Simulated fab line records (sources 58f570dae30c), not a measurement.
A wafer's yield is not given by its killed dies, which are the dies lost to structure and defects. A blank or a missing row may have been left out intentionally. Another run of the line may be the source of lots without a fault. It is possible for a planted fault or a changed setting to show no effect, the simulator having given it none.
Problem report in the 8D (eight disciplines) form, filled by code / flow berkeley-cmos170 / the parts of the form that need people (team, actions taken, sign-off) are left out

== 1. WHAT WENT WRONG ==
Wafers without a fault read 400 C, standard deviation 0.035; tube-center-temp-C at UCB170_M1_ANNEAL_14 reads a mean of 290 C on 6 wafers belonging to 2 lots. That is -99 or more standard deviations from the usual mean.
The step: time 1200 s.
Earliest sighting: wafer L979.3 on furnace-03 at day 12 12:14. At this step, 18 wafers from 6 lots have a number in the record. By rule, "out" or "out of limits" means more than 4 standard deviations away from the usual mean. All remaining wafers that have a number are taken as sound.

== 2. WHAT IT IS; WHAT IT IS NOT ==
question=which readings at this step; is=tube-center-temp-C, spike-tc-centre-C, spike-tc-load-C, spike-tc-source-C, tube_center_temp_C_max, zone-power-centre-pct, zone-power-load-pct, zone-power-source-pct; is not=-
question=which lots; is=L979, L980; is not=L960, L965, L967, L971
question=which wafers of those lots; is=all that have a number; is not=-
question=read on which tools; is=furnace-03; is not=-
question=when; is=from day 12 12:14; is not=up to then (12 sound wafers)

== 3. THE SUSPECTS, EACH WITH WHAT RULES IT OUT ==
Counting: a tool stays on the suspect list if, at a process step up to the reading, it processed all lots that are out and no sound lot following the first of them.
- furnace-03 at UCB170_M1_ANNEAL_14 (time 1200 s): kept. Every lot that is out went through it, starting with L979 (day 12 12:14), and after that it ran no sound lot; the last sound lot it ran before then is L971 (day 11 03:41). On those wafers its own readings are out: spike-tc-centre-C, spike-tc-load-C, spike-tc-source-C, tube-center-temp-C, tube_center_temp_C_max, zone-power-centre-pct, zone-power-load-pct, zone-power-source-pct.
The count leaves furnace-03 at UCB170_M1_ANNEAL_14.

== 4. THE CAUSE (what the simulator had put in) ==
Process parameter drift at UCB170_M1_ANNEAL_14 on furnace-03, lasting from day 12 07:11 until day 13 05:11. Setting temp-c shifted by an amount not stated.
After counting, this tool was the only one left.

== 5. THE EFFECT CHAIN, in route order ==
Rows list readings where the struck wafers' mean (over those with a number) sits beyond 3 standard deviations from the usual. Scope: only readings with a usual standard deviation given in the record; hours: median across lots of the time from each lot's start at the first step in this table that gives one to its start at this step; sigmas: change in usual standard deviations.
hours=0; step=UCB170_M1_ANNEAL_14; reading=spike-tc-centre-C; usual=401.6 C; on struck wafers=292.1; change=-109.5; sigmas=-99 or more
hours=0; step=UCB170_M1_ANNEAL_14; reading=spike-tc-load-C; usual=417.4 C; on struck wafers=306.9; change=-110.5; sigmas=-99 or more
hours=0; step=UCB170_M1_ANNEAL_14; reading=spike-tc-source-C; usual=416.4 C; on struck wafers=305.3; change=-111.1; sigmas=-99 or more
hours=0; step=UCB170_M1_ANNEAL_14; reading=tube-center-temp-C; usual=400 C; on struck wafers=290; change=-110; sigmas=-99 or more
hours=0; step=UCB170_M1_ANNEAL_14; reading=tube_center_temp_C_max; usual=401.03; on struck wafers=290.98; change=-110.05; sigmas=-99 or more
hours=0; step=UCB170_M1_ANNEAL_14; reading=zone-power-centre-pct; usual=17.33 %; on struck wafers=12.16; change=-5.17; sigmas=-29
hours=0; step=UCB170_M1_ANNEAL_14; reading=zone-power-load-pct; usual=5.31 %; on struck wafers=3.42; change=-1.89; sigmas=-36
hours=0; step=UCB170_M1_ANNEAL_14; reading=zone-power-source-pct; usual=6.84 %; on struck wafers=4.33; change=-2.51; sigmas=-35
Here are the process steps it includes:
- UCB170_M1_ANNEAL_14: time 1200 s.

== 6. WHAT WOULD HAVE CAUGHT IT SOONER ==
The fault began at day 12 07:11; the first out-of-limits reading in this record came at day 12 12:14, 5 hours later.
